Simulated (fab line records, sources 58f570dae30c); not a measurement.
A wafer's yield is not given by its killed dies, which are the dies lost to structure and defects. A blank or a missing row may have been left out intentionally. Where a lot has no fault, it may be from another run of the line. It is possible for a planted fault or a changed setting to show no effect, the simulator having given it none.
fab line records	flow berkeley_cmos170
record lots=13	wafers=39	last_day=12
route steps=331 shown M1@238 V1@258 M3@310
lots that met no fault: taken from a fault-free run of the same line
start_h: the number of hours between the record's first day and the start of the first shown wafer of the lot	wait_h: hours since the lot's step before	" the same as in the row above	L1.1+2: several wafers, shown together as one row	- value missing, or start not given	* or withheld: withheld	< > ~ a bound
route shown NAME@n: NAME is a module with steps in the file, n the number in the route of the first one	usual: the fault-free wafers' mean and standard deviation	same: alike in all rows	chamber/n: place in a boat	sites: readings site by site	_std_site: how widely they spread, as a standard deviation	_edge_site: mean of outer sites minus mean of inner sites	radius_mm: how far each site lies from the wafer's centre	mask NAME#n: copy n	behind: the most recent tool/chamber to have shaped the wafer	hold: the reason the lot was held/the length of the hold in hours/how it ended	device: transistor that didn't switch, given as n, p or np	end of line: the route-end tests of the same wafers	where a step has no rows: the recipe by itself	killed: at the first sort, the dies lost to defects and structure; wafer yield is something else	map: per-die view of a wafer (x killed, . not killed, _ where there is no die)
set.NAME: the setting the step ran with; set.NAME@STEP: the setting that earlier step ran with	model.NAME: the simulator's own value behind a step, which no gauge read
a sample of lots followed through the steps of the route, with each step as a table and each wafer as a row
services: when a tool's chamber went out of use (start_h, in hours from the record's first day, below 0 if earlier), for how many hours, and the reason
## steps
# step UCB170_M1_SPUTTER_00
# recipe material=Al	target_thk_nm=600	time_s=80	power_w=6000	chamber_pressure_pa=0.5
# usual throttle_valve_pct=29.8/0.87
lot.wafer	tool	chamber	start_h	wait_h	throttle_valve_pct
L833.1	pvd_sputter-03	-	150.00	0.0	29.7
L833.2	"	-	"	"	31.5
L833.4	"	-	"	"	29.3
L835.4	pvd_sputter-03	-	157.19	0.0	29.8
L835.5	"	-	"	"	31.6
L835.6	"	-	"	"	29.7
L834.1	pvd_sputter-04	-	159.87	0.0	28.5
L834.5	"	-	"	"	31.0
L834.6	"	-	"	"	28.4
L837.1	pvd_sputter-02	-	160.11	0.0	30.4
L837.2	"	-	"	"	30.1
L837.5	"	-	"	"	30.5
L838.1	pvd_sputter-04	-	174.44	0.0	28.2
L838.3	"	-	"	"	30.0
L838.4	"	-	"	"	29.7
L840.1	pvd_sputter-03	-	186.86	0.0	29.3
L840.5	"	-	"	"	31.6
L840.6	"	-	"	"	29.7
L843.2	pvd_sputter-04	-	218.24	0.0	30.9
L843.4	"	-	"	"	30.8
L843.6	"	-	"	"	29.7
L849.2	pvd_sputter-03	-	238.20	0.0	29.7
L849.5	"	-	"	"	29.9
L849.6	"	-	"	"	29.6
L850.2	pvd_sputter-03	-	244.74	0.0	29.5
L850.4	"	-	"	"	29.8
L850.6	"	-	"	"	29.1
L851.1	pvd_sputter-02	-	244.98	0.0	29.7
L851.2	"	-	"	"	30.2
L851.5	"	-	"	"	30.6
L853.1	pvd_sputter-03	-	257.95	0.0	29.1
L853.3	"	-	"	"	29.6
L853.5	"	-	"	"	29.5
L855.2	pvd_sputter-04	-	258.91	0.0	29.6
L855.5	"	-	"	"	28.3
L855.6	"	-	"	"	29.7
L854.1	pvd_sputter-02	-	259.02	0.0	29.1
L854.2	"	-	"	"	30.2
L854.6	"	-	"	"	30.5
# step UCB170_V1_THK_MEAS_04
# recipe reads=SiO2_of_V1_CVD_00
# usual V1_POLISHED_THK=999.7/1.5
lot.wafer	tool	chamber	start_h	wait_h	V1_POLISHED_THK[nm]
L833.1	film_metro-03	-	157.51	0.1	1000.2
L833.2	"	-	"	"	997.9
L833.4	"	-	"	"	1000.3
L835.4	film_metro-02	-	163.65	0.1	1002.3
L835.5	"	-	"	"	1000.5
L835.6	"	-	"	"	1000.9
L834.1	film_metro-04	-	163.70	0.1	1002.0
L834.5	"	-	"	"	1001.9
L834.6	"	-	"	"	998.7
L837.1	film_metro-03	-	167.81	0.1	999.2
L837.2	"	-	"	"	1001.0
L837.5	"	-	"	"	998.0
L838.1	film_metro-02	-	181.72	0.1	1000.0
L838.3	"	-	"	"	999.2
L838.4	"	-	"	"	999.9
L840.1	film_metro-02	-	194.27	0.1	1001.2
L840.5	"	-	"	"	1000.9
L840.6	"	-	"	"	1001.6
L843.2	film_metro-03	-	224.17	0.1	1000.6
L843.4	"	-	"	"	1000.6
L843.6	"	-	"	"	998.1
L849.2	film_metro-02	-	246.12	0.1	999.2
L849.5	"	-	"	"	999.1
L849.6	"	-	"	"	1000.2
L850.2	film_metro-02	-	251.94	0.1	999.4
L850.4	"	-	"	"	1000.3
L850.6	"	-	"	"	1001.4
L851.1	film_metro-04	-	252.16	0.1	996.4
L851.2	"	-	"	"	1000.6
L851.5	"	-	"	"	1001.3
L853.1	film_metro-02	-	265.24	0.1	996.9
L853.3	"	-	"	"	1000.5
L853.5	"	-	"	"	1000.1
L854.1	film_metro-04	-	265.26	0.1	1001.1
L854.2	"	-	"	"	999.3
L854.6	"	-	"	"	996.7
L855.2	film_metro-03	-	265.55	0.1	999.0
L855.5	"	-	"	"	1000.7
L855.6	"	-	"	"	999.6
# step UCB170_M3_SPUTTER_01
# recipe material=Al	target_thk_nm=900	time_s=120	power_w=6000	chamber_pressure_pa=0.5
# usual throttle_valve_pct=29.9/1.1
lot.wafer	tool	chamber	start_h	wait_h	throttle_valve_pct
L833.1	pvd_sputter-03	-	166.58	0.0	29.4
L833.2	"	-	"	"	29.7
L833.4	"	-	"	"	31.2
L835.4	pvd_sputter-01	-	172.24	0.0	27.0
L835.5	"	-	"	"	30.7
L835.6	"	-	"	"	31.9
L834.1	pvd_sputter-02	-	172.62	0.0	28.9
L834.5	"	-	"	"	30.2
L834.6	"	-	"	"	29.0
L837.1	pvd_sputter-03	-	175.38	0.0	29.8
L837.2	"	-	"	"	29.3
L837.5	"	-	"	"	29.8
L838.1	pvd_sputter-01	-	188.77	0.0	26.9
L838.3	"	-	"	"	31.7
L838.4	"	-	"	"	30.1
L840.1	pvd_sputter-03	-	201.14	0.0	29.8
L840.5	"	-	"	"	31.3
L840.6	"	-	"	"	29.6
L843.2	pvd_sputter-01	-	231.39	0.0	30.2
L843.4	"	-	"	"	31.7
L843.6	"	-	"	"	31.7
L849.2	pvd_sputter-02	-	254.66	0.0	29.1
L849.5	"	-	"	"	30.2
L849.6	"	-	"	"	30.4
L851.1	pvd_sputter-03	-	259.65	0.0	29.2
L851.2	"	-	"	"	29.5
L851.5	"	-	"	"	29.6
L850.2	pvd_sputter-02	-	260.26	0.0	30.4
L850.4	"	-	"	"	29.0
L850.6	"	-	"	"	29.4
L853.1	pvd_sputter-02	-	274.30	0.0	29.2
L853.3	"	-	"	"	30.1
L853.5	"	-	"	"	29.4
L855.2	pvd_sputter-03	-	274.83	0.0	30.0
L855.5	"	-	"	"	29.6
L855.6	"	-	"	"	31.4
L854.1	pvd_sputter-02	-	275.11	0.0	29.4
L854.2	"	-	"	"	30.6
L854.6	"	-	"	"	29.5
# step UCB170_M3_RS_MEAS_02
# recipe thk_meas_gauge=four-point-probe	reads=Al_of_M3_SPUTTER_01
# usual M3_AL_RS=0.0321/0.00029
lot.wafer	tool	chamber	start_h	wait_h	hold	M3_AL_RS[ohm/sq]
L833.1	film_metro-01	-	166.67	0.0	-	0.0322
L833.2	"	-	"	"	-	0.03221
L833.4	"	-	"	"	-	0.03203
L835.4	film_metro-01	-	172.38	0.1	-	0.03189
L835.5	"	-	"	"	-	0.03196
L835.6	"	-	"	"	-	0.03201
L834.1	film_metro-04	-	172.70	0.0	-	0.03224
L834.5	"	-	"	"	-	0.03214
L834.6	"	-	"	"	-	0.03235
L837.1	film_metro-02	-	175.46	0.0	-	0.03216
L837.2	"	-	"	"	-	0.03181
L837.5	"	-	"	"	-	0.032
L838.1	film_metro-01	-	188.86	0.0	-	0.0318
L838.3	"	-	"	"	-	0.03201
L838.4	"	-	"	"	-	0.03144
L840.1	film_metro-01	-	201.24	0.1	-	0.03194
L840.5	"	-	"	"	-	0.0314
L840.6	"	-	"	"	-	0.03257
L843.2	film_metro-02	-	231.49	0.1	await_dispo/0.2h/release	0.03195
L843.4	"	-	"	"	await_dispo/0.2h/release	0.01744
L843.6	"	-	"	"	await_dispo/0.2h/release	0.01743
L843.2	film_metro-02	-	231.78	0.3	-	0.03193
L843.4	"	-	"	"	-	0.01737
L843.6	"	-	"	"	-	0.01743
L849.2	film_metro-02	-	254.77	0.1	-	0.03221
L849.5	"	-	"	"	-	0.03198
L849.6	"	-	"	"	-	0.03227
L851.1	film_metro-02	-	259.74	0.0	-	0.03237
L851.2	"	-	"	"	-	0.03271
L851.5	"	-	"	"	-	0.03285
L850.2	film_metro-02	-	260.36	0.1	-	0.03225
L850.4	"	-	"	"	-	0.03201
L850.6	"	-	"	"	-	0.03194
L853.1	film_metro-04	-	274.38	0.0	-	0.03185
L853.3	"	-	"	"	-	0.03185
L853.5	"	-	"	"	-	0.03213
L855.2	film_metro-01	-	274.93	0.1	-	0.0324
L855.5	"	-	"	"	-	0.03256
L855.6	"	-	"	"	-	0.03216
L854.1	film_metro-04	-	275.19	0.0	-	0.03243
L854.2	"	-	"	"	-	0.03254
L854.6	"	-	"	"	-	0.03222
# step UCB170_M3_THK_MEAS_03
# recipe thk_meas_gauge=xrf	reads=Al_of_M3_SPUTTER_01
# usual M3_AL_THK=902/9.7
lot.wafer	tool	chamber	start_h	wait_h	hold	M3_AL_THK[nm]
L833.1	film_metro-01	-	166.79	0.1	-	893
L833.2	"	-	"	"	-	893
L833.4	"	-	"	"	-	901
L835.4	film_metro-01	-	172.47	0.1	-	904
L835.5	"	-	"	"	-	904
L835.6	"	-	"	"	-	900
L834.1	film_metro-04	-	172.82	0.1	-	905
L834.5	"	-	"	"	-	909
L834.6	"	-	"	"	-	906
L837.1	film_metro-02	-	175.58	0.1	-	903
L837.2	"	-	"	"	-	905
L837.5	"	-	"	"	-	904
L838.1	film_metro-01	-	188.98	0.1	-	906
L838.3	"	-	"	"	-	896
L838.4	"	-	"	"	-	910
L840.1	film_metro-01	-	201.36	0.1	-	904
L840.5	"	-	"	"	-	908
L840.6	"	-	"	"	-	887
L843.2	film_metro-02	-	233.78	2.0	await_dispo/0.2h/release	901
L843.4	"	-	"	"	await_dispo/0.2h/release	1646
L843.6	"	-	"	"	await_dispo/0.2h/release	1638
L843.2	film_metro-02	-	234.07	0.3	-	904
L843.4	"	-	"	"	-	1656
L843.6	"	-	"	"	-	1638
L849.2	film_metro-02	-	254.88	0.1	-	901
L849.5	"	-	"	"	-	902
L849.6	"	-	"	"	-	897
L851.1	film_metro-02	-	259.86	0.1	-	896
L851.2	"	-	"	"	-	889
L851.5	"	-	"	"	-	879
L850.2	film_metro-02	-	260.47	0.1	-	900
L850.4	"	-	"	"	-	907
L850.6	"	-	"	"	-	905
L853.1	film_metro-04	-	274.50	0.1	-	911
L853.3	"	-	"	"	-	910
L853.5	"	-	"	"	-	910
L855.2	film_metro-01	-	275.04	0.1	-	886
L855.5	"	-	"	"	-	881
L855.6	"	-	"	"	-	891
L854.1	film_metro-04	-	275.31	0.1	-	903
L854.2	"	-	"	"	-	901
L854.6	"	-	"	"	-	910
# step UCB170_M3_STRIP_07
# recipe chemistry=O2	power_w=400	pressure_mtorr=3500	platen_temp_c=withheld	o2_flow_sccm=400	overash_fraction=0.5
# usual drypump_motor_current_A=5.8/0.44	oes_product_au=0.735/0.0042	strip_time_to_endpoint_s=21.96/0.049
lot.wafer	tool	chamber	start_h	wait_h	drypump_motor_current_A	oes_product_au	rf_hours_counter_h	strip_time_to_endpoint_s
L833.1	plasma_asher-01	1	167.31	0.1	6.1	0.729	47	21.92
L833.2	"	0	"	"	5.1	0.728	47	21.93
L833.4	"	0	"	"	5.2	0.738	-	21.96
L835.4	plasma_asher-02	1	173.28	0.1	5.4	0.736	-	21.87
L835.5	"	1	"	"	5.4	0.729	-	21.87
L835.6	"	0	"	"	6.3	0.738	-	21.95
L834.1	plasma_asher-01	0	173.43	0.1	5.2	0.734	47	22.01
L834.5	"	1	"	"	6.1	0.742	-	22.02
L834.6	"	0	"	"	5.2	0.737	-	22.03
L837.1	plasma_asher-02	1	176.21	0.1	5.4	0.735	46	21.99
L837.2	"	0	"	"	6.3	0.735	46	22.02
L837.5	"	1	"	"	5.4	0.730	-	22.01
L838.1	plasma_asher-03	0	189.54	0.1	6.1	0.730	5	21.96
L838.3	"	1	"	"	6.0	0.737	-	21.93
L838.4	"	0	"	"	6.1	0.733	-	21.94
L840.1	plasma_asher-01	1	201.87	0.1	6.1	0.733	51	21.97
L840.5	"	0	"	"	5.2	0.731	-	21.99
L840.6	"	1	"	"	6.1	0.731	-	21.92
L843.2	plasma_asher-02	0	236.93	0.1	6.2	0.743	52	22.03
L843.4	"	1	"	"	5.4	0.733	-	21.98
L843.6	"	0	"	"	6.2	0.733	-	22.00
L849.2	plasma_asher-01	0	255.73	0.1	5.2	0.733	57	21.93
L849.5	"	1	"	"	6.1	0.736	-	21.90
L849.6	"	0	"	"	5.1	0.736	-	22.00
L851.1	plasma_asher-01	1	260.44	0.1	6.1	0.730	57	21.93
L851.2	"	0	"	"	5.1	0.740	57	21.96
L851.5	"	1	"	"	6.0	0.734	-	21.88
L850.2	plasma_asher-02	1	261.25	0.1	5.4	0.736	55	21.93
L850.4	"	1	"	"	5.4	0.739	-	21.95
L850.6	"	1	"	"	5.4	0.731	-	21.95
L853.1	plasma_asher-01	1	275.01	0.1	6.1	0.735	59	21.94
L853.3	"	1	"	"	6.0	0.731	-	21.95
L853.5	"	0	"	"	5.2	0.739	-	22.04
L855.2	plasma_asher-02	0	275.54	0.1	6.3	0.735	56	21.94
L855.5	"	0	"	"	6.3	0.734	-	22.00
L855.6	"	1	"	"	5.4	0.741	-	21.97
L854.1	plasma_asher-01	0	275.82	0.1	5.1	0.735	59	21.94
L854.2	"	1	"	"	6.0	0.740	59	21.96
L854.6	"	1	"	"	6.1	0.731	-	21.92
# step UCB170_M3_METAL_ETCH_18
# recipe chemistry=Cl2/BCl3	target=Al	stop_on=SiO2	pressure_mtorr=12	target_depth_a=11700	over_etch_frac=0.3	time_s=195	icp_w=600	bias_w=120	Cl2_flow_sccm=90	bcl3_flow_sccm=45
# usual drypump_motor_current_A=5.4/0.35	oes_product_au=0.866/0.012	throttle_valve_pct=24.4/0.37
lot.wafer	tool	chamber	start_h	wait_h	drypump_motor_current_A	oes_product_au	rf_hours_counter_h	throttle_valve_pct
L833.1	rie_metal-02	0	169.12	-	4.9	0.869	2	24.9
L833.2	"	1	"	"	5.8	0.851	16	24.2
L833.4	"	1	"	"	5.8	0.852	-	24.2
L834.1	rie_metal-01	1	175.35	-	5.2	0.846	11	23.8
L834.5	"	1	"	"	5.2	0.840	-	23.8
L834.6	"	0	"	"	5.6	0.865	-	24.5
L835.4	rie_metal-03	1	175.42	-	5.8	0.874	-	24.2
L835.5	"	1	"	"	5.8	0.874	-	24.2
L835.6	"	1	"	"	5.8	0.873	-	24.2
L837.1	rie_metal-02	0	177.78	-	4.9	0.877	2	24.9
L837.2	"	1	"	"	5.8	0.859	16	24.2
L837.5	"	0	"	"	4.9	0.878	-	24.9
L838.1	rie_metal-01	0	191.71	-	5.6	0.865	10	24.5
L838.3	"	0	"	"	5.6	0.854	-	24.5
L838.4	"	1	"	"	5.2	0.861	-	23.7
L840.1	rie_metal-02	0	203.69	-	4.9	0.879	3	24.9
L840.5	"	0	"	"	4.9	0.887	-	24.9
L840.6	"	0	"	"	4.9	0.879	-	24.9
L843.2	rie_metal-03	1	238.26	-	5.8	0.876	4	24.2
L843.4	"	0	"	"	5.1	1.026	-	24.4
L843.6	"	0	"	"	5.1	1.023	-	24.4
L849.2	rie_metal-03	1	257.31	-	5.7	0.871	5	24.2
L849.5	"	0	"	"	5.1	0.863	-	24.4
L849.6	"	1	"	"	5.7	0.879	-	24.2
L851.1	rie_metal-02	1	262.00	-	5.8	0.875	1	24.3
L851.2	"	0	"	"	4.9	0.871	5	24.9
L851.5	"	1	"	"	5.8	0.851	-	24.3
L850.2	rie_metal-03	1	262.71	-	5.8	0.877	5	24.2
L850.4	"	0	"	"	5.1	0.875	-	24.4
L850.6	"	0	"	"	5.1	0.865	-	24.4
L853.1	rie_metal-01	1	276.35	-	5.2	0.847	14	23.7
L853.3	"	1	"	"	5.2	0.852	-	23.7
L853.5	"	1	"	"	5.2	0.852	-	23.8
L855.2	rie_metal-02	1	277.58	-	5.8	0.865	2	24.3
L855.5	"	1	"	"	5.7	0.864	-	24.3
L855.6	"	0	"	"	4.9	0.880	-	24.9
L854.1	rie_metal-03	0	277.70	-	5.1	0.856	2	24.4
L854.2	"	1	"	"	5.8	0.871	6	24.2
L854.6	"	1	"	"	5.8	0.877	-	24.2
## services
tool	chamber	start_h	hours	kind
plasma_asher-01	-	130.21	3.3	repair
rie_metal-01	-	130.28	2.8	pm
rie_metal-01	1	139.28	2.6	repair
plasma_asher-03	-	153.40	14.6	pm
plasma_asher-02	-	169.02	2.8	pm
rie_metal-03	0	173.27	-	clean
rie_metal-03	0	173.27	23.5	scheduled_down
rie_metal-03	0	173.27	23.5	vent_cycle
pvd_sputter-02	-	190.46	9.8	repair
plasma_asher-03	-	194.99	2.1	repair
pvd_sputter-04	-	198.17	0.8	repair
rie_metal-02	1	201.67	-	clean
rie_metal-02	1	201.67	22.7	scheduled_down
rie_metal-02	1	201.67	22.7	vent_cycle
pvd_sputter-04	-	240.57	9.5	repair
pvd_sputter-01	-	250.77	2.3	repair
plasma_asher-02	-	252.87	4.3	pm
plasma_asher-02	-	259.59	1.4	repair
pvd_sputter-04	-	259.82	3.4	repair
pvd_sputter-01	-	273.91	2.1	repair
## key
first_sign step=UCB170_M3_RS_MEAS_02	reading=visit	direction=added
effect step=UCB170_M3_RS_MEAS_02	reading=M3_AL_RS	direction=down	sigmas=51	usual=0.0321	struck=0.01743
effect step=UCB170_M3_THK_MEAS_03	reading=visit	direction=added
effect step=UCB170_M3_THK_MEAS_03	reading=M3_AL_THK	direction=up	sigmas=76	usual=902	struck=1642
effect step=UCB170_M3_METAL_ETCH_18	reading=oes_product_au	direction=up	sigmas=13	usual=0.866	struck=1.024
met_at UCB170_M3_SPUTTER_01
struck_lots L843
struck_wafers L843.4,L843.6
later_rows_left_out L843.4,L843.6
sort_left_out L843.4,L843.6
not_acting_at UCB170_M1_SPUTTER_00,UCB170_V1_THK_MEAS_04,UCB170_M3_STRIP_07
onset_between 188.77 231.39
fault kind=process_parameter_drift	tool=pvd_sputter-01	chamber=-	onset_h=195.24	steps=UCB170_M3_SPUTTER_01	channel=target_thk_nm	offset=752.27	shape=step	end_h=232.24	acts_in=these_recipes_only	stated=900	scope=struck_wafers_only
# sort_left_out: the simulated sort isn't trusted on such a fault, so these wafers' sort isn't shown, and their yield isn't known
# later_rows_left_out: the simulator's readings of these wafers behind a module that went badly wrong aren't trusted and aren't shown, but for the sort
